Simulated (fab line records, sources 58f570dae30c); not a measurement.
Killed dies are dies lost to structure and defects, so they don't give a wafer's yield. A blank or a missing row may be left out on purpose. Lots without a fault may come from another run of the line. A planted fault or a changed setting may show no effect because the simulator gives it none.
Which tool did it? | flow berkeley_cmos170 | 15 lots, 45 wafers sampled, at 4 steps of a route of 331

WHAT THE GAUGES READ, wafer by wafer
UCB170_PWELL_OVL_MEAS_13. Usual: PWELL_OVL 5 nm, standard deviation 6.2.
lot  | measured    | on         | PWELL_OVL (nm) | flag
L165 | day 3 09:33 | overlay-01 | 7 4 6          |
L166 | day 3 19:39 | overlay-02 | 12 7 6         |
L168 | day 3 19:50 | overlay-01 | 12 5 12        |
L177 | day 6 02:47 | overlay-02 | 6 6 3          |
L179 | day 6 02:32 | overlay-01 | 13 11 11       |
L180 | day 6 15:01 | overlay-02 | 6 -5 1         |
L181 | day 6 14:57 | overlay-01 | 4 15 15        |
L182 | day 7 00:05 | overlay-01 | 1 -3 2         |
L183 | day 7 11:50 | overlay-02 | -3 -2 -8       |
L184 | day 7 12:23 | overlay-02 | 7 11 4         |
L185 | day 7 12:07 | overlay-02 | 3 5 -7         |
L186 | day 7 17:52 | overlay-01 | -2 5 -3        |

UCB170_ACTIVE_CD_MEAS_13: target cd 1200 nm. Usual: cd_nm 1200.3 nm, standard deviation 1.4.
lot  | measured    | on        | cd_nm (nm)           | flag
L165 | day 4 18:29 | cd_sem-01 | 1202.3 1200.5 1201.3 |
L166 | day 5 06:08 | cd_sem-01 | 1202.1 1202.4 1201.5 |
L168 | day 5 05:55 | cd_sem-02 | 1197.9 1198.1 1197.2 |
L177 | day 7 11:17 | cd_sem-01 | 1202.6 1200.3 1201.9 |
L179 | day 7 10:08 | cd_sem-02 | 1200.3 1200.6 1200.5 |
L180 | day 8 03:54 | cd_sem-02 | 1199.8 1201.3 1201.1 |
L181 | day 8 03:40 | cd_sem-01 | 1200.5 1200.2 1199.8 |
L182 | day 8 13:31 | cd_sem-02 | 1199.1 1200.2 1199.6 |
L183 | day 8 21:38 | cd_sem-01 | 1199.0 1199.6 1201.0 |
L184 | day 8 21:23 | cd_sem-01 | 1197.6 1199.4 1199.1 |
L185 | day 8 21:28 | cd_sem-02 | 1199.6 1198.8 1199.2 |
L186 | day 8 21:12 | cd_sem-02 | 1199.7 1198.9 1199.2 |

WHICH TOOL RAN EACH LOT (tool, then ch and the chambers of the sampled wafers, then the start)
lot  | UCB170_ZERO_STRIP_07                | UCB170_NWELL_STRIP_15
L165 | plasma_asher-03 ch 0,1, day 1 23:37 | plasma_asher-02 ch 0,1, day 2 11:24
L166 | plasma_asher-01 ch 0,1, day 2 07:41 | plasma_asher-02 ch 0,1, day 2 23:14
L168 | plasma_asher-03 ch 0,1, day 2 11:00 | plasma_asher-01 ch 0,1, day 2 23:31
L173 | plasma_asher-01 ch 0,1, day 3 11:17 | plasma_asher-01 ch 0,1, day 4 05:29
L172 | plasma_asher-01 ch 0,1, day 3 11:30 | plasma_asher-02 ch 0,1, day 4 05:14
L174 | plasma_asher-04 ch 0,1, day 3 20:13 | plasma_asher-02 ch 0,1, day 4 13:22
L177 | plasma_asher-01 ch 0,1, day 4 13:47 | plasma_asher-01 ch 0,1, day 5 04:53
L179 | plasma_asher-03 ch 0, day 4 21:20   | plasma_asher-01 ch 0,1, day 5 10:59
L180 | plasma_asher-01 ch 0,1, day 5 03:07 | plasma_asher-01 ch 0,1, day 5 19:12
L181 | plasma_asher-01 ch 0,1, day 5 03:41 | plasma_asher-03 ch 0,1, day 5 19:27
L182 | plasma_asher-04 ch 0,1, day 5 11:12 | plasma_asher-02 ch 0,1, day 6 03:43
L183 | plasma_asher-01 ch 0,1, day 5 19:26 | plasma_asher-01 ch 0,1, day 6 13:58
L184 | plasma_asher-04 ch 0,1, day 5 23:13 | plasma_asher-02 ch 0,1, day 6 13:47
L185 | plasma_asher-01 ch 0,1, day 5 23:27 | plasma_asher-03 ch 0,1, day 6 14:03
L186 | plasma_asher-04 ch 0,1, day 6 08:05 | plasma_asher-01 ch 0,1, day 6 23:00
- UCB170_ZERO_STRIP_07: strips in O2.
- UCB170_NWELL_STRIP_15: strips in O2.

WHAT THE TOOLS THEMSELVES READ (means of the sampled wafers that have a number; where no wafer has one, the mark that the record gives instead)
UCB170_ZERO_STRIP_07. Usual: chamber_pressure_mTorr 3499.9 mTorr, standard deviation 2.8; drypump_motor_current_A 6.1 A, standard deviation 0.47; oes_product_au 0.727 a.u., standard deviation 0.0045; strip_time_to_endpoint_s 21.38 s, standard deviation 0.058.
lot  | tool            | chamber_pressure_mTorr (mTorr) | drypump_motor_current_A (A) | oes_product_au (a.u.) | strip_time_to_endpoint_s (s) | flag
L165 | plasma_asher-03 | 3500.2                         | 6.0                         | 0.724                 | 21.33                        |
L166 | plasma_asher-01 | 3501.4                         | 6.4                         | 0.729                 | 21.45                        |
L168 | plasma_asher-03 | 3501.3                         | 6.0                         | 0.732                 | 21.34                        |
L173 | plasma_asher-01 | 3500.3                         | 6.4                         | 0.722                 | 21.33                        |
L172 | plasma_asher-01 | 3500.3                         | 6.4                         | 0.729                 | 21.45                        |
L174 | plasma_asher-04 | 3500.4                         | 5.9                         | 0.730                 | 21.44                        |
L177 | plasma_asher-01 | 3498.7                         | 6.4                         | 0.730                 | 21.40                        |
L179 | plasma_asher-03 | 3496.6                         | 5.2                         | 0.725                 | 21.40                        |
L180 | plasma_asher-01 | 3503.9                         | 6.3                         | 0.723                 | 21.41                        |
L181 | plasma_asher-01 | 3498.5                         | 6.4                         | 0.728                 | 21.37                        |
L182 | plasma_asher-04 | 3501.3                         | 6.1                         | 0.725                 | 21.44                        |
L183 | plasma_asher-01 | 3499.6                         | 6.4                         | 0.728                 | 21.38                        |
L184 | plasma_asher-04 | 3497.9                         | 5.9                         | 0.731                 | 21.34                        |
L185 | plasma_asher-01 | 3500.8                         | 6.4                         | 0.726                 | 21.36                        |
L186 | plasma_asher-04 | 3499.4                         | 6.1                         | 0.728                 | 21.34                        |

UCB170_NWELL_STRIP_15. Usual: chamber_pressure_mTorr 3500 mTorr, standard deviation 3.3; drypump_motor_current_A 5.8 A, standard deviation 0.56; oes_product_au 0.721 a.u., standard deviation 0.0046; strip_time_to_endpoint_s 18.06 s, standard deviation 0.069.
lot  | tool            | chamber_pressure_mTorr (mTorr) | drypump_motor_current_A (A) | oes_product_au (a.u.) | strip_time_to_endpoint_s (s) | flag
L165 | plasma_asher-02 | 3499                           | 5.3                         | 0.729                 | 18.06                        |
L166 | plasma_asher-02 | 3498                           | 5.3                         | 0.723                 | 17.99                        |
L168 | plasma_asher-01 | 3503                           | 6.4                         | 0.724                 | 18.15                        |
L173 | plasma_asher-01 | -                              | -                           | -                     | -                            | OFF
L172 | plasma_asher-02 | -                              | -                           | -                     | -                            | OFF
L174 | plasma_asher-02 | -                              | -                           | -                     | -                            | OFF
L177 | plasma_asher-01 | 3499                           | 6.4                         | 0.717                 | 18.17                        |
L179 | plasma_asher-01 | 3501                           | 6.4                         | 0.721                 | 18.04                        |
L180 | plasma_asher-01 | 3498                           | 6.4                         | 0.719                 | 18.01                        |
L181 | plasma_asher-03 | 3501                           | 6.0                         | 0.721                 | 18.03                        |
L182 | plasma_asher-02 | 3500                           | 5.3                         | 0.726                 | 18.05                        |
L183 | plasma_asher-01 | 3502                           | 6.4                         | 0.723                 | 18.01                        |
L184 | plasma_asher-02 | 3499                           | 5.3                         | 0.720                 | 18.05                        |
L185 | plasma_asher-03 | 3501                           | 6.0                         | 0.723                 | 18.11                        |
L186 | plasma_asher-01 | 3500                           | 6.4                         | 0.717                 | 18.13                        |

THE ANSWER, worked out from the rows above alone
Rule: a lot is off if the mean of its wafers that have a number lies more than 3 standard deviations from the usual mean. A lot without any number at a reading at which 4 lots or more have one is off too. The other lots that the step has rows for count as sound. The gauges are gone through in route order, then the tools' own readings, and for those a lot's mean is taken as printed above. The first step at which some lot is off is used, and at that step the reading that is off furthest; a lot without a number counts as furthest.
Off: L173, L172, L174, at UCB170_NWELL_STRIP_15 (chamber_pressure_mTorr). Without a number there: L173, L172, L174.
A tool fits if, at that step or a process step before it, it ran every lot that is off, and no sound lot after the first of them. None of those tried fits.

WHAT THE SIMULATOR HAD PUT IN
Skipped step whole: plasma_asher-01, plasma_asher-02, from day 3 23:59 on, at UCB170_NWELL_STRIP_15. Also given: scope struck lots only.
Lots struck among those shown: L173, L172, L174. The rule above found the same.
